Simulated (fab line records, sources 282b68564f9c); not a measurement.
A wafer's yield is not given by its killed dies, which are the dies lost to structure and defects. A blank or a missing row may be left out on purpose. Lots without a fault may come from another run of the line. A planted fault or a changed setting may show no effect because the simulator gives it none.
Which tool was responsible?    flow rit-cmos    14 lots, 42 wafers sampled, at 2 steps of a route of 202

== WHAT THE GAUGES READ, wafer by wafer ==
RIT_GATE_THK_MEAS_07.
lot   measured     on             GATE_OXIDE_THK (nm)
L968  day 2 09:24  film-metro-03  3.00 3.05 3.03
L970  day 2 19:55  film-metro-04  3.05 3.07 3.08
L972  day 3 09:04  film-metro-03  3.13 3.05 3.02
L973  day 3 10:55  film-metro-03  2.99 2.99 3.04
L976  day 4 02:45  film-metro-03  3.03 2.99 3.08
L977  day 4 08:16  film-metro-04  2.90 2.98 2.90
L978  day 4 11:32  film-metro-03  2.94 2.91 2.95
L979  day 4 17:07  film-metro-03  3.03 2.98 2.94
L981  day 5 02:52  film-metro-04  3.03 2.99 2.98
L982  day 5 07:57  film-metro-01  4.04 4.05 3.99
L984  day 5 18:53  film-metro-01  2.91 2.91 2.88
L986  day 6 04:08  film-metro-03  3.02 3.00 2.98
L987  day 6 09:08  film-metro-01  4.05 4.01 4.10
L991  day 7 09:40  film-metro-01  2.94 3.02 3.02

== WHICH TOOL RAN EACH LOT (tool, then ch and the chambers of the sampled wafers, then the start) ==
lot   RIT_GATE_OXIDATION_05
L968  furnace-02 ch 0, day 2 08:03
L970  furnace-01 ch 0, day 2 18:35
L972  furnace-04 ch 0, day 3 05:12
L973  furnace-02 ch 0, day 3 09:34
L976  furnace-01 ch 0, day 4 01:26
L977  furnace-02 ch 0, day 4 06:56
L978  furnace-02 ch 0, day 4 10:11
L979  furnace-01 ch 0, day 4 15:23
L981  furnace-04 ch 0, day 5 01:32
L982  furnace-02 ch 0, day 5 06:38
L984  furnace-04 ch 0, day 5 17:32
L986  furnace-01 ch 0, day 6 02:47
L987  furnace-02 ch 0, day 6 07:49
L991  furnace-01 ch 0, day 7 08:20
- RIT_GATE_OXIDATION_05: target thk 3 nm, ox time 270 s.

== WHAT THE TOOLS THEMSELVES READ (means of the sampled wafers that have a number; where no wafer has one, the mark that the record gives instead) ==
RIT_GATE_OXIDATION_05.
lot   tool        ox-temp-c (C)  zone-power-centre-pct (%)
L968  furnace-02  899.3          38
L970  furnace-01  899.5          45
L972  furnace-04  900.1          47
L973  furnace-02  900.2          39
L976  furnace-01  899.8          44
L977  furnace-02  899.6          38
L978  furnace-02  900.2          39
L979  furnace-01  899.5          44
L981  furnace-04  899.9          48
L982  furnace-02  899.9          39
L984  furnace-04  900.3          48
L986  furnace-01  900.2          44
L987  furnace-02  900.4          39
L991  furnace-01  899.9          44

== THE ANSWER, worked out from the rows above alone ==
Rule: what is usual is taken from the lots themselves. The widest of any qualifying gaps counts: lots, ordered by their means at a reading, are off when they make up no more than a third of the lots, leave a main group of 4 or more, and stand apart from it by 3 or more times the standard deviation of that group's means. Not used: any main group whose means are identical at the precision the tables above print for the reading. Also off: a lot with no number at a reading for which 4 or more lots have one. The other lots that the step has rows for count as sound. After the gauges, taken in route order, come the tools' own readings; for these a lot's mean is taken, as printed above. At the first step where some lot is off, the reading lying furthest off is the one used; lots without a number count as furthest.
Off: at RIT_GATE_THK_MEAS_07 (GATE_OXIDE_THK), L982, L987. The main group has a mean of 2.99 nm with a standard deviation of 0.05.
A tool fits if, at a process step before that reading, it ran every lot that is off, and no sound lot after the first of them. Those tools and the gauges at RIT_GATE_THK_MEAS_07 are tried in the same way. One candidate fits, namely furnace-02 at RIT_GATE_OXIDATION_05. Its last sound lot is L978 (day 4 10:11), its first lot that is off L982 (day 5 06:38): a fault that began between those two fits.

== WHAT THE SIMULATOR HAD PUT IN ==
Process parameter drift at RIT_GATE_OXIDATION_05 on furnace-02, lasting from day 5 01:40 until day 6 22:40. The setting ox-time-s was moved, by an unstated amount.
Lots struck among those shown: L982, L987. Same finding as the rule above.
